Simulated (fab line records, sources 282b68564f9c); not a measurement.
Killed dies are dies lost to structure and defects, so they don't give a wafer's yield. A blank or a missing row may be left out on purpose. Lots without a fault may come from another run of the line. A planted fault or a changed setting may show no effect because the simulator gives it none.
Which tool did it? | flow rit_cmos | 6 lots, 18 wafers sampled, at 2 steps of a route of 202

WHAT THE GAUGES READ, wafer by wafer
RIT_PLDD_OVL_MEAS_06.
lot  | measured    | on         | PLDD_OVL (nm)
L901 | day 3 16:43 | overlay-01 | 2.1 2.3 3.1
L903 | day 4 00:32 | overlay-01 | 2.6 1.5 1.4
L906 | day 4 20:11 | overlay-02 | 0.3 1.8 -0.1
L908 | day 5 03:05 | overlay-02 | 2.7 1.8 0.4
L911 | day 5 16:53 | overlay-02 | 1.9 0.8 1.5
L914 | day 6 08:02 | overlay-02 | - - -

WHICH TOOL RAN EACH LOT (tool, then ch and the chambers of the sampled wafers, then the start)
lot  | RIT_PLDD_EXPOSE_03
L901 | iline_stepper-01 ch 0, day 3 16:19
L903 | iline_stepper-02 ch 0, day 4 00:08
L906 | iline_stepper-02 ch 0, day 4 19:47
L908 | iline_stepper-01 ch 0, day 5 02:29
L911 | iline_stepper-01 ch 0, day 5 16:30
L914 | iline_stepper-02 ch 0, day 6 07:38
- RIT_PLDD_EXPOSE_03: exposes mask M8, target cd 40900 nm.

THE ANSWER, worked out from the rows above alone
Rule: what is usual is taken from the lots themselves. Put in order of their means at a reading, lots are off if they are a third of the lots or fewer, leave a main group of 4 or more, and stand apart from it by a gap of 3 or more times the standard deviation of the main group's means; of several such gaps the widest counts. A main group whose means are all the same, to the digits that the tables above print for the reading, isn't used. A lot without any number at a reading at which 4 lots or more have one is off too. The other lots that the step has rows for count as sound.
Off: L914, at RIT_PLDD_OVL_MEAS_06 (PLDD_OVL). Without a number there: L914. The main group: mean 1.6 nm, standard deviation 0.6.
A tool fits if, at a process step before that reading, it ran every lot that is off, and no sound lot after the first of them. The gauges at RIT_PLDD_OVL_MEAS_06 are tried like those tools. Can't be told from this: 2 tools fit, iline_stepper-02 at RIT_PLDD_EXPOSE_03, overlay-02 at RIT_PLDD_OVL_MEAS_06.

WHAT THE SIMULATOR HAD PUT IN
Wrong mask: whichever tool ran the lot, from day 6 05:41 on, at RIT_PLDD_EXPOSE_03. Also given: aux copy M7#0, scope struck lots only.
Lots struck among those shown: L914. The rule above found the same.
